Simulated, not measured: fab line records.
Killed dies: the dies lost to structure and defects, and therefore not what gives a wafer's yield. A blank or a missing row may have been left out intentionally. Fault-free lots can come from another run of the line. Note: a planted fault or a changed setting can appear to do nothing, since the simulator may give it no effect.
Matching of chambers | flow ritCmos | RIT_GATE_ETCH_19 on rieSi-01 has 4 sister chambers
The step etches poly-Si in SF6/CHF3/O2, stops on SiO2, time 165 s, target depth 312.5 nm. 8 wafers are shown with their chamber, then 7 later ones without.

== WAFERS PAIRED WITH THEIR CHAMBERS ==
wafer  | chamber | throttleValvePct (%) | drypumpMotorCurrentA (A)
L511.1 | 0       | 10.24                | 5.3
L513.2 | 3       | 10.32                | 5.7
L513.6 | 2       | 10.28                | 5.1
L515.1 | 1       | 10.58                | 6.1
L515.3 | 0       | 10.25                | 5.3
L515.6 | 1       | 10.58                | 6.2
L517.3 | 3       | 10.34                | 5.7
L517.4 | 2       | 10.29                | 5.1

== WAFERS WHOSE CHAMBER IS MISSING ==
wafer  | throttleValvePct (%) | drypumpMotorCurrentA (A)
L517.5 | 10.57                | 6.1
L519.1 | 10.22                | 5.3
L519.2 | 10.58                | 6.2
L519.6 | 10.33                | 5.7
L529.2 | 10.25                | 5.3
L529.3 | 10.33                | 5.7
L529.5 | 10.33                | 5.7

== CHAMBER TAKEN BY EACH ==
wafer  | from the rows above | in truth
L517.5 | 1                   | 1
L519.1 | 0                   | 0
L519.2 | 1                   | 1
L519.6 | 3                   | 3
L529.2 | 0                   | 0
L529.3 | 3                   | 3
L529.5 | 3                   | 3
7 of 7 placed correctly. From these rows, 0 cannot be placed. Placed wrongly: 0.
How it was worked out, from the rows above alone: a wafer's distance from a chamber is the root of the sum, over the readings, of the square of ((its reading less the chamber's mean) divided by the reading's scatter). If the next closest chamber is less than 2 further off than the closest, the wafer can't be placed; otherwise it belongs to the closest. Each chamber's mean is taken over the wafers shown for it. How the scatter is found: for the shown wafers, subtract from each reading the mean of its chamber, square and add these, divide the total by (wafers less chambers), then take the root.
